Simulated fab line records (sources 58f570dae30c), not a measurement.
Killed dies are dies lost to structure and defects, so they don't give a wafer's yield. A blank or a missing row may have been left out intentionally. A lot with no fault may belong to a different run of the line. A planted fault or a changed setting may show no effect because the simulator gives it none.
Comparing a struck lot with a sound one | flow berkeley cmos170 | 33 steps out of a route of 331
Sound: these wafers, L706.4, L706.5, L706.6. Wafers struck: L722.2, L722.3, L722.4. Last of all comes the cause.
Per side, at each step with rows, come the tool, then ch with its chambers, and then its first start. Under that, the readings that differ: sound wafers | struck wafers | difference of the means | sigmas: that difference in standard deviations of wafers without a fault.
alike: words and numbers the same on both sides, and readings whose means are apart by under 2 such deviations; not compared: readings that were withheld, readings missing a value for some wafer, numbers with overlapping values and no deviation given by the record, and bounds like >300 which may hide the same value.
The two part at a step that has a row with sigmas, a row that says differs or no value, or rows on one side only. Numbers that don't overlap but have no deviation are shown without sigmas and don't part them. A reading missing from all wafers of one side parts the sides only when that side holds two or more wafers.

first, 6 steps without rows for these wafers: UCB170_SDANNEAL_RTA_01 (time 5 s); UCB170_SILICIDE_PRE_CLEAN_00 (preclean etch time 60 s); UCB170_SILICIDE_SPUTTER_01 (material Ti, target thk 30 nm, time 25 s); UCB170_SILICIDE_RTA_04 (time 15 s); UCB170_SILICIDE_WET_ETCH_05 (etches Ti in SPM, time 45 s); UCB170_CONTACT_CLEAN_00 (cleans in SPM, time 600 s).
UCB170_CONTACT_CVD_01: deposits PSG from SiH4/O2/PH3, target thk 700 nm, time 2820 s.
  sound on lpcvd-02 ch 1, day 8 09:28; struck on lpcvd-02 ch 1, day 12 16:30
  reading                                 | sound             | struck          | difference | sigmas
  model.PSG_of_CONTACT_CVD_01.thk nm (nm) | 709.1 700.6 703.1 | 605 607.3 602.1 | -99        |
UCB170_CONTACT_THK_MEAS_02:
  sound on film metro-04, day 8 11:17; struck on film metro-03, day 12 18:17
  reading              | sound       | struck      | difference | sigmas
  CONTACT_PSG_THK (nm) | 709 701 703 | 605 607 602 | -100       | -12
then, 13 steps without rows for these wafers: UCB170_CONTACT_HMDS_03 (prime time 60 s); UCB170_CONTACT_COAT_04 (resist thk 900 nm); UCB170_CONTACT_SOFTBAKE_05 (time 60 s); UCB170_CONTACT_STRIP_06 (strips in O2); UCB170_CONTACT_CLEAN_07 (cleans in SPM, time 600 s); UCB170_CONTACT_RTA_08 (time 10 s); UCB170_CONTACT_COAT_09; UCB170_CONTACT_COAT_10 (resist thk 900 nm); UCB170_CONTACT_SOFTBAKE_11 (time 60 s); UCB170_CONTACT_EXPOSE_12 (exposes mask CONT, target cd 700 nm); UCB170_CONTACT_PEB_13; UCB170_CONTACT_DEVELOP_14 (develop time 45 s); UCB170_CONTACT_ETCH_17 (etches BARC in N2/H2).
UCB170_CONTACT_ETCH_18: etches PSG in CHF3/CF4/Ar, stops on TiSi2, target depth 840 nm, time 195 s.
  sound: rie diel-03 ch 1,2,3; struck: rie diel-02 ch 0,2,3
  reading                             | sound             | struck            | difference | sigmas
  oes product au (a.u.)               | 0.908 0.903 0.899 | 0.808 0.807 0.822 | -0.091     | -7
  model.CONTACT.feature depth nm (nm) | 709.1 700.6 703.1 | 605 607.3 602.1   | -99        |
  model.etch.depth nm (nm)            | 709.1 700.6 703.1 | 605 607.3 602.1   | -99        |
  alike: drypump motor current A, mfc ar sccm, rf fwd power W, throttle valve pct
  not compared: rf hours counter h
then, 9 steps without rows for these wafers: UCB170_CONTACT_STRIP_19 (strips in O2); UCB170_CONTACT_CLEAN_20 (cleans in SPM, time 600 s); UCB170_M1_SPUTTER_00 (material Al, target thk 600 nm, time 80 s); UCB170_M1_COAT_03; UCB170_M1_COAT_04 (resist thk 900 nm); UCB170_M1_SOFTBAKE_05 (time 60 s); UCB170_M1_EXPOSE_06 (exposes mask METAL1, target cd 700 nm); UCB170_M1_PEB_07; UCB170_M1_DEVELOP_08 (develop time 45 s).
UCB170_M1_METAL_ETCH_12: etches Al in Cl2/BCl3, stops on PSG, target depth 780 nm, time 130 s.
  sound on rie metal-02 ch 0,1, day 8 15:27; struck on rie metal-01 ch 0,1, day 13 01:06
  reading                                 | sound             | struck            | difference | sigmas
  model.PSG_of_CONTACT_CVD_01.thk nm (nm) | 670.6 661.8 665.4 | 566.1 570.1 563.2 | -99.5      |
  alike: drypump motor current A, oes product au, rf fwd power W, throttle valve pct
  not compared: rf hours counter h
UCB170_M3_PROBE_99:
  sound on prober-02, day 9 03:20; struck on prober-01, day 13 14:45
  reading                                    | sound                        | struck                     | difference | sigmas
  model.etest.field p metal.vt v (V)         | -59.41 -58.98 -58.68         | -52.63 -54.71 -53.45       | +5.43      |
  model.etest.field n metal.vt v (V)         | 52.66 52.34 51.95            | 46.37 48.3 47.22           | -5.02      |
  model.etest.antenna contact.vt shift v (V) | -0.01222 -0.006342 -0.005856 | -0.01442 -0.01364 -0.01292 | -0.00552   |

WHERE THEY PART
Last at UCB170_CONTACT_ETCH_18 as far as this record goes, first at UCB170_CONTACT_THK_MEAS_02. Later steps at which nothing parts them and some readings are alike: UCB170_M1_METAL_ETCH_12.

WHY: what had been put in by the simulator
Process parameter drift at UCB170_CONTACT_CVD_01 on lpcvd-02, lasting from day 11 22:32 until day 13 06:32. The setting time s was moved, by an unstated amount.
